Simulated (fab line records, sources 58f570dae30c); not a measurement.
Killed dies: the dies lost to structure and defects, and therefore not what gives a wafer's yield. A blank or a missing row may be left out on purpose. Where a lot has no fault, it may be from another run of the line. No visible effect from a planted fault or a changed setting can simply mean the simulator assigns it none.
Commonality check across tools | flow berkeley_cmos170 | Lots sampled 14, wafers sampled 42

== WHY THIS WAS OPENED ==
At UCB170_WELLDRIVE_THK_MEAS_02 the reading WELLDRIVE_OXIDE_THK is flagged on 2 of 14 lots. No-fault wafers: 201.2 nm, standard deviation 2.8.
Rule: a lot is flagged when every wafer of it that has a number lies more than 4 standard deviations from that mean, or none has a number. As for the other lots, they are considered sound.

lot  | measured    | on            | WELLDRIVE_OXIDE_THK (nm), wafer by wafer | flag
L330 | day 3 12:01 | film_metro-04 | 204.1 199.4 202.6                        |
L331 | day 4 05:13 | film_metro-04 | 199.8 200.1 200.7                        |
L332 | day 4 05:15 | film_metro-03 | 202.0 199.1 203.5                        |
L333 | day 4 05:15 | film_metro-01 | 201.7 201.8 200.8                        |
L335 | day 4 14:05 | film_metro-04 | 200.1 206.7 206.1                        |
L334 | day 4 22:14 | film_metro-01 | 201.8 200.8 204.1                        |
L339 | day 5 07:23 | film_metro-03 | 200.8 201.0 202.0                        |
L337 | day 5 07:23 | film_metro-01 | 198.2 196.0 196.7                        |
L338 | day 5 07:27 | film_metro-04 | 196.8 198.4 199.3                        |
L342 | day 6 09:38 | film_metro-03 | 219.8 217.8 219.6                        | FLAGGED
L347 | day 7 11:02 | film_metro-01 | 216.6 220.4 218.4                        | FLAGGED
L351 | day 8 04:34 | film_metro-03 | 205.0 200.5 200.0                        |
L352 | day 8 04:34 | film_metro-04 | 198.3 202.2 201.1                        |
L353 | day 8 17:36 | film_metro-03 | 205.1 203.0 203.8                        |
The numbers of the flagged lots are 218.8 nm on average: +17.6 nm against the usual, or +6 standard deviations.

== LOT BY LOT: THE TOOL USED ==
The record keeps 1 process step preceding the reading, out of 331 steps on the route. In each cell: the tool, then ch and the chambers that the sampled wafers went through, then the start.
lot  | flag    | UCB170_WELLDRIVE_OXIDATION_01
L330 |         | furnace-02 ch 0, day 3 08:31
L331 |         | furnace-01 ch 0, day 4 01:43
L332 |         | furnace-01 ch 0, day 4 01:43
L333 |         | furnace-01 ch 0, day 4 01:43
L335 |         | furnace-04 ch 0, day 4 10:35
L334 |         | furnace-02 ch 0, day 4 18:44
L339 |         | furnace-04 ch 0, day 5 03:53
L337 |         | furnace-04 ch 0, day 5 03:53
L338 |         | furnace-04 ch 0, day 5 03:53
L342 | FLAGGED | furnace-02 ch 0, day 6 06:07
L347 | FLAGGED | furnace-02 ch 0, day 7 07:31
L351 |         | furnace-04 ch 0, day 8 01:04
L352 |         | furnace-04 ch 0, day 8 01:04
L353 |         | furnace-04 ch 0, day 8 14:05
What the steps here do:
- UCB170_WELLDRIVE_OXIDATION_01: target thk 199 nm, ox time 9000 s.
- UCB170_WELLDRIVE_THK_MEAS_02

== FLAGGED OVER TOTAL, TOOL BY TOOL (the gauges that took the reading come last) ==
step                          | tool          | lots run | flagged | share of the flagged lots | sound lots run after its first flagged lot
UCB170_WELLDRIVE_OXIDATION_01 | furnace-01    | 3        | 0       | none                      | -
UCB170_WELLDRIVE_OXIDATION_01 | furnace-02    | 4        | 2       | all                       | 0
UCB170_WELLDRIVE_OXIDATION_01 | furnace-04    | 7        | 0       | none                      | -
UCB170_WELLDRIVE_THK_MEAS_02  | film_metro-01 | 4        | 1       | some                      | 0
UCB170_WELLDRIVE_THK_MEAS_02  | film_metro-03 | 5        | 1       | some                      | 2 (L351,L353)
UCB170_WELLDRIVE_THK_MEAS_02  | film_metro-04 | 5        | 0       | none                      | -

== THE TABLE: WHAT IT ALLOWS ==
Rows of the table that ran each flagged lot: 1, that is furnace-02 at UCB170_WELLDRIVE_OXIDATION_01.
- furnace-02 at UCB170_WELLDRIVE_OXIDATION_01: 2 of its 4 lots flagged. Its last sound lot is L334 (day 4 18:44), its first flagged lot L342 (day 6 06:07): a fault that began between those two fits. Its own readings lie more than 4 standard deviations out on every wafer of the flagged lots: spike_tc_centre_C, spike_tc_load_C, spike_tc_source_C, tube_center_temp_C, tube_center_temp_C_max.
What remains is a single tool, furnace-02 at UCB170_WELLDRIVE_OXIDATION_01.

== WHAT THE SIMULATOR PUT IN ==
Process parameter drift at UCB170_WELLDRIVE_OXIDATION_01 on furnace-02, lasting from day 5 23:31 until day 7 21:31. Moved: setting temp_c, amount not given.
Struck lots among those shown: L342, L347. The rule given above showed the same thing.
